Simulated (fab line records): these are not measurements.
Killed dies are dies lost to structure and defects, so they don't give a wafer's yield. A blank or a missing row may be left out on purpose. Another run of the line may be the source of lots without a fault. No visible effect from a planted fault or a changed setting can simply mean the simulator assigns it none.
What tool caused it?	flow rit-cmos	21 wafers from 7 lots sampled at 2 of the route's 202 steps

== WHAT THE GAUGES READ, wafer by wafer ==
RIT_REOX_THK_MEAS_04.
lot	measured	on	REOX_OXIDE_THK (nm)
L475	day 3 04:53	film-metro-01	24.9 25.6 25.1
L478	day 4 00:32	film-metro-02	25.1 25.3 25.2
L480	day 4 02:58	film-metro-02	24.4 24.5 24.7
L482	day 4 16:23	film-metro-01	14.5 14.7 15.2
L486	day 5 10:51	film-metro-03	24.7 25.3 25.1
L489	day 6 01:58	film-metro-03	24.9 24.3 24.4
L497	day 8 00:52	film-metro-01	23.9 23.9 23.9

== WHAT TOOL EACH LOT RAN ON (gives the tool, then ch and the chambers of the sampled wafers, and finally the start) ==
lot	RIT_REOX_OXIDATION_03
L475	furnace-01 ch 0, day 3 02:20
L478	furnace-04 ch 0, day 3 21:58
L480	furnace-03 ch 0, day 4 00:23
L482	furnace-03 ch 0, day 4 13:49
L486	furnace-04 ch 0, day 5 08:17
L489	furnace-04 ch 0, day 5 23:25
L497	furnace-03 ch 0, day 7 22:18
- RIT_REOX_OXIDATION_03: target thk 25.2 nm, ox time 5580 s.

== THE ANSWER, worked out from the rows above alone ==
Rule: usual is defined by the lots themselves. Put in order of their means at a reading, lots are off if they are a third of the lots or fewer, leave a main group of 4 or more, and stand apart from it by a gap of 3 or more times the standard deviation of the main group's means; of several such gaps the widest counts. A main group is skipped when, at the precision printed for the reading in the tables above, its means are all equal. A lot without any number at a reading at which 4 lots or more have one is off too. Where the step has rows for the other lots, those lots are counted as sound.
Off: L482, seen at RIT_REOX_THK_MEAS_04 (REOX_OXIDE_THK). Mean 24.7 nm and standard deviation 0.47 in the main group.
If a tool, at a process step before that reading, ran all the lots that are off and no sound lot after the first of them, it fits. The gauges at RIT_REOX_THK_MEAS_04 are tried like those tools. No candidate that was tried fits.

== WHAT HAD BEEN PUT IN BY THE SIMULATOR ==
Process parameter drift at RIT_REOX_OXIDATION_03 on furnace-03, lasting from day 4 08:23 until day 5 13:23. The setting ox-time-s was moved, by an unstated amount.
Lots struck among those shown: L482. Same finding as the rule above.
